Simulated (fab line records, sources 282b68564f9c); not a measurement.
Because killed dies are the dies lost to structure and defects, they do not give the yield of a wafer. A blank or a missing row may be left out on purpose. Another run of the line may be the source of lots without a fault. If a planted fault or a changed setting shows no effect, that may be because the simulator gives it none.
Which tool is to blame?    flow rit-cmos    24 wafers from 8 lots sampled at 2 of the route's 202 steps

WHAT EACH GAUGE READ, for each wafer
RIT_NLDD_OVL_MEAS_06.
lot   measured     on          NLDD_OVL (nm)
L433  day 3 13:12  overlay-02  0.2 -2.2 -0.6
L435  day 3 23:01  overlay-02  0.2 1.4 -0.6
L439  day 4 20:16  overlay-01  2.7 -0.2 0.2
L442  day 5 07:37  overlay-02  -0.2 -0.3 -2.0
L444  day 5 20:14  overlay-02  -150.2 -151.3 -149.0 -151.7 -152.8 -150.6
L446  day 6 05:47  overlay-01  -150.1 -150.1 -151.1 -151.6 -151.5 -152.5
L448  day 6 15:46  overlay-02  -152.0 -150.6 -149.5 -154.0 -152.1 -151.4
L453  day 7 15:05  overlay-02  -2.3 -3.2 -2.2

WHAT TOOL EACH LOT RAN ON (gives the tool, then ch and the chambers of the sampled wafers, and finally the start)
lot   RIT_NLDD_EXPOSE_03
L433  iline-stepper-02 ch 0, day 3 12:48
L435  iline-stepper-02 ch 0, day 3 22:37
L439  iline-stepper-01 ch 0, day 4 19:53
L442  iline-stepper-01 ch 0, day 5 07:04
L444  iline-stepper-01 ch 0, day 5 19:52
L446  iline-stepper-01 ch 0, day 6 05:25
L448  iline-stepper-01 ch 0, day 6 15:22
L453  iline-stepper-02 ch 0, day 7 14:37
- RIT_NLDD_EXPOSE_03: exposes mask M7, target cd 40700 nm.

THE ANSWER, worked out from the rows above alone
Rule: usual is defined by the lots themselves. The widest of any qualifying gaps counts: lots, ordered by their means at a reading, are off when they make up no more than a third of the lots, leave a main group of 4 or more, and stand apart from it by 3 or more times the standard deviation of that group's means. Not used: any main group whose means are identical at the precision the tables above print for the reading. Also off: a lot with no number at a reading for which 4 or more lots have one. Any other lot the step has rows for is counted as sound.
Nothing can be told from this: no lot is off at any reading shown.

WHAT THE SIMULATOR HAD PUT IN
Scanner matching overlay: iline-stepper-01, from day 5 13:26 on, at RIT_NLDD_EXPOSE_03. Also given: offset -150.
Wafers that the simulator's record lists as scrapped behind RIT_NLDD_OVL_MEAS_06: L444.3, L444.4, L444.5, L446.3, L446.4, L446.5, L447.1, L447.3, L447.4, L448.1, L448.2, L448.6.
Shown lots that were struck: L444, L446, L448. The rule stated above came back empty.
